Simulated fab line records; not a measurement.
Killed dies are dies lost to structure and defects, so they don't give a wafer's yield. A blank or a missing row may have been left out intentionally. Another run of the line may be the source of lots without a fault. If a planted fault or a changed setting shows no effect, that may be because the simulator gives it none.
fab line records | flow rit_cmos
record: lots: 13 | wafers: 39 | last_day: 7
route steps=202 shown NSD@132 M1@202
lots untouched by any fault: they come from a run of this same line in which no faults occurred
start_h: hours from the record's first day to the start of the lot's first wafer shown | wait_h: time in hours since the lot's previous step | " same as the row above | L1.1+2: a single row standing in for several wafers | - no value present, or no start provided | * or withheld: withheld | < > ~ a bound
route shown NAME@n: names a module that has steps shown in the file, with the first one's number in the route | usual: mean and standard deviation over wafers with no fault | same: alike in all rows | chamber/n: place in a boat | sites: the reading at each site | _std_site: standard deviation of those values | _edge_site: the outer-site mean with the inner-site mean subtracted | radius_mm: how far each site lies from the wafer's centre | mask NAME#n: copy n | behind: the last tool/chamber to shape the wafer | hold: cause of the lot's hold/its duration in hours/its outcome | device: the transistor (n, p or np) that didn't switch | end of line: at the end of the route, the tests of the same wafers | a step given without rows: its recipe and nothing more | killed: count of dies lost to structure and defects at first sort (not the wafer's yield) | map: the dies of a wafer, with x for killed, . for not killed, _ for no die there
set.NAME: setting as actually run; set.NAME@STEP: the setting as run at that earlier step | model.NAME: the simulator's own value behind a step, which no gauge read
steps of the route over a sample of lots; a table a step, a row a wafer
== steps ==
step: RIT_NSD_COAT_01
recipe: resist: NOVOLAK | spin_rpm: 3250 | resist_thk_nm: 1000
usual: spin_speed_rpm: 3249.9/2.4
lot.wafer | tool           | chamber | start_h | wait_h | spin_speed_rpm
L295.3    | litho_track-03 | 0       | 62.81   | 0.1    | 3249.9
L295.5    | "              | 0       | "       | "      | 3251.1
L295.6    | "              | 0       | "       | "      | 3251.0
L297.1    | litho_track-02 | 0       | 68.50   | 0.1    | 3251.4
L297.3    | "              | 0       | "       | "      | 3249.9
L297.5    | "              | 0       | "       | "      | 3248.6
L296.2    | litho_track-03 | 0       | 68.93   | 0.1    | 3249.5
L296.4    | "              | 0       | "       | "      | 3249.3
L296.6    | "              | 0       | "       | "      | 3247.1
L298.1    | litho_track-01 | 0       | 74.65   | 0.1    | 3252.3
L298.2    | "              | 0       | "       | "      | 3251.2
L298.3    | "              | 0       | "       | "      | 3247.8
L301.2    | litho_track-01 | 0       | 87.72   | 0.1    | 3017.7
L301.4    | "              | 0       | "       | "      | 3014.6
L301.5    | "              | 0       | "       | "      | 3017.2
L303.1    | litho_track-01 | 0       | 90.81   | 0.1    | 3017.4
L303.2    | "              | 0       | "       | "      | 3018.8
L303.4    | "              | 0       | "       | "      | 3017.7
L304.1    | litho_track-02 | 0       | 98.14   | 0.1    | 3247.3
L304.4    | "              | 0       | "       | "      | 3249.1
L304.5    | "              | 0       | "       | "      | 3251.4
L308.1    | litho_track-03 | 0       | 112.97  | 0.1    | 3250.6
L308.3    | "              | 0       | "       | "      | 3253.0
L308.5    | "              | 0       | "       | "      | 3249.8
L310.2    | litho_track-02 | 0       | 123.05  | 0.1    | 3250.3
L310.3    | "              | 0       | "       | "      | 3254.4
L310.6    | "              | 0       | "       | "      | 3248.7
L312.1    | litho_track-02 | 0       | 130.82  | 0.1    | 3248.3
L312.2    | "              | 0       | "       | "      | 3250.2
L312.4    | "              | 0       | "       | "      | 3246.8
L313.3    | litho_track-03 | 0       | 137.93  | 0.1    | 3249.3
L313.4    | "              | 0       | "       | "      | 3249.0
L313.6    | "              | 0       | "       | "      | 3245.3
L314.1    | litho_track-03 | 0       | 141.77  | 0.1    | 3251.6
L314.2    | "              | 0       | "       | "      | 3252.6
L314.5    | "              | 0       | "       | "      | 3253.6
L318.1    | litho_track-03 | 0       | 165.34  | 0.1    | 3252.6
L318.5    | "              | 0       | "       | "      | 3249.4
L318.6    | "              | 0       | "       | "      | 3253.0
step: RIT_M1_PROBE_99
usual: killed_at_contacts: 0.1/0.38 | killed_at_front_end: 7/3.2 | killed_dies: 7/3.2 | killed_open: 3.6/2.1 | killed_short: 3.5/2
same: gross_dies: 264 | killed_at_M0_to_M3: 0 | killed_at_M4_up: 0 | killed_at_back_side: 0 | killed_at_other: 0
lot.wafer | tool      | chamber | start_h | wait_h | killed_at_contacts | killed_at_front_end | killed_dies | killed_open | killed_short
L296.2    | prober-01 | -       | 80.79   | 0.1    | 0                  | 9                   | 9           | 5           | 4
L296.4    | prober-01 | -       | 80.89   | 0.2    | 0                  | 8                   | 8           | 4           | 4
L296.6    | prober-01 | -       | 80.99   | 0.2    | 0                  | 9                   | 9           | 7           | 2
L303.1    | prober-02 | -       | 102.46  | 0.1    | 0                  | 8                   | 8           | 2           | 6
L303.2    | prober-02 | -       | 102.51  | 0.1    | 0                  | 6                   | 6           | 2           | 4
L303.4    | prober-02 | -       | 102.61  | 0.2    | 0                  | 5                   | 5           | 3           | 2
L304.1    | prober-02 | -       | 109.44  | 0.1    | 0                  | 6                   | 6           | 4           | 2
L304.4    | prober-02 | -       | 109.59  | 0.2    | 0                  | 5                   | 5           | 2           | 3
L304.5    | prober-02 | -       | 109.64  | 0.2    | 0                  | 4                   | 4           | 2           | 2
L308.1    | prober-02 | -       | 123.66  | 0.1    | 0                  | 8                   | 8           | 5           | 3
L308.3    | prober-02 | -       | 123.76  | 0.2    | 0                  | 4                   | 4           | 2           | 2
L308.5    | prober-02 | -       | 123.86  | 0.2    | 0                  | 5                   | 5           | 1           | 4
L313.3    | prober-01 | -       | 149.37  | 0.2    | 0                  | 9                   | 9           | 6           | 3
L313.4    | prober-01 | -       | 149.42  | 0.2    | 0                  | 10                  | 10          | 6           | 4
L313.6    | prober-01 | -       | 149.52  | 0.2    | 0                  | 7                   | 7           | 3           | 4
L318.1    | prober-02 | -       | 176.31  | 0.1    | 0                  | 4                   | 4           | 0           | 4
L318.5    | prober-02 | -       | 176.51  | 0.2    | 0                  | 5                   | 5           | 3           | 2
L318.6    | prober-02 | -       | 176.56  | 0.2    | 0                  | 1                   | 1           | 0           | 1
killed by level:class
L296.2 GATE:geometric_particle:open=3 GATE:geometric_particle:short=2 FOX1:geometric_particle:short=1 FOX2:geometric_particle:open=1 REOX:geometric_particle:short=1 SPACER:geometric_particle:open=1
L296.4 GATE:geometric_particle:short=3 GATE:geometric_particle:open=3 REOX:geometric_particle:short=1 REOX:geometric_particle:open=1
L296.6 GATE:geometric_particle:open=5 SPACER:geometric_particle:open=2 GATE:geometric_particle:short=1 SPACER:geometric_particle:short=1
L303.1 FOX1:geometric_particle:short=2 GATE:geometric_particle:short=2 SILICIDE:geometric_particle:open=2 REOX:geometric_particle:short=1 SILICIDE:geometric_particle:short=1
L303.2 REOX:geometric_particle:short=2 FOX2:geometric_particle:open=1 SPACER:geometric_particle:short=1 SILICIDE:geometric_particle:open=1 SILICIDE:geometric_particle:short=1
L303.4 FOX1:geometric_particle:short=1 REOX:geometric_particle:short=1 REOX:geometric_particle:open=1 SPACER:geometric_particle:open=1 SILICIDE:geometric_particle:open=1
L304.1 REOX:geometric_particle:open=2 SILICIDE:geometric_particle:short=2 FOX1:geometric_particle:open=1 SILICIDE:geometric_particle:open=1
L304.4 GATE:geometric_particle:short=2 FOX1:geometric_particle:open=1 FOX1:geometric_particle:short=1 GATE:geometric_particle:open=1
L304.5 FOX1:geometric_particle:short=1 GATE:geometric_particle:open=1 GATE:geometric_particle:short=1 REOX:geometric_particle:open=1
L308.1 GATE:geometric_particle:open=2 FOX1:geometric_particle:open=1 FOX1:geometric_particle:short=1 GATE:geometric_particle:short=1 REOX:geometric_particle:open=1 SPACER:geometric_particle:open=1 SPACER:geometric_particle:short=1
L308.3 FOX1:geometric_particle:short=1 GATE:geometric_particle:open=1 REOX:geometric_particle:open=1 SILICIDE:geometric_particle:short=1
L308.5 GATE:geometric_particle:short=4 SPACER:geometric_particle:open=1
L313.3 GATE:geometric_particle:open=2 REOX:geometric_particle:open=2 FOX1:geometric_particle:open=1 FOX2:geometric_particle:short=1 REOX:geometric_particle:short=1 SPACER:geometric_particle:short=1 SILICIDE:geometric_particle:open=1
L313.4 FOX2:geometric_particle:open=3 REOX:geometric_particle:short=3 FOX1:geometric_particle:short=1 GATE:geometric_particle:open=1 REOX:geometric_particle:open=1 SPACER:geometric_particle:open=1
L313.6 FOX1:geometric_particle:short=2 FOX1:geometric_particle:open=1 GATE:geometric_particle:open=1 REOX:geometric_particle:open=1 REOX:geometric_particle:short=1 SPACER:geometric_particle:short=1
L318.1 GATE:geometric_particle:short=1 REOX:geometric_particle:short=1 SPACER:geometric_particle:short=1 SILICIDE:geometric_particle:short=1
L318.5 GATE:geometric_particle:short=2 SPACER:geometric_particle:open=2 REOX:geometric_particle:open=1
L318.6 FOX1:geometric_particle:short=1
== key ==
first_sign: step: RIT_NSD_COAT_01 | reading: spin_speed_rpm | direction: down | sigmas: 96 | usual: 3249.9 | struck: 3017.2
effect none on later readings
met_at RIT_NSD_COAT_01
struck_lots L301,L303
tester_left_out L301,L303
onset_between 74.65 87.72
fault: kind: process_parameter_drift | tool: litho_track-01 | chamber: - | onset_h: 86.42 | steps: RIT_NSD_COAT_01 | channel: spin_rpm | offset: -233.43 | shape: step | end_h: 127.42 | acts_in: these_recipes_only | stated: 3250
tester_left_out: of these lots the tester's yield and bins aren't shown, on N5 and GAA mostly nor the transistor test; their killed dies are dies lost to structure and defects alone, not to doping, threshold or leakage, so they don't give the yield
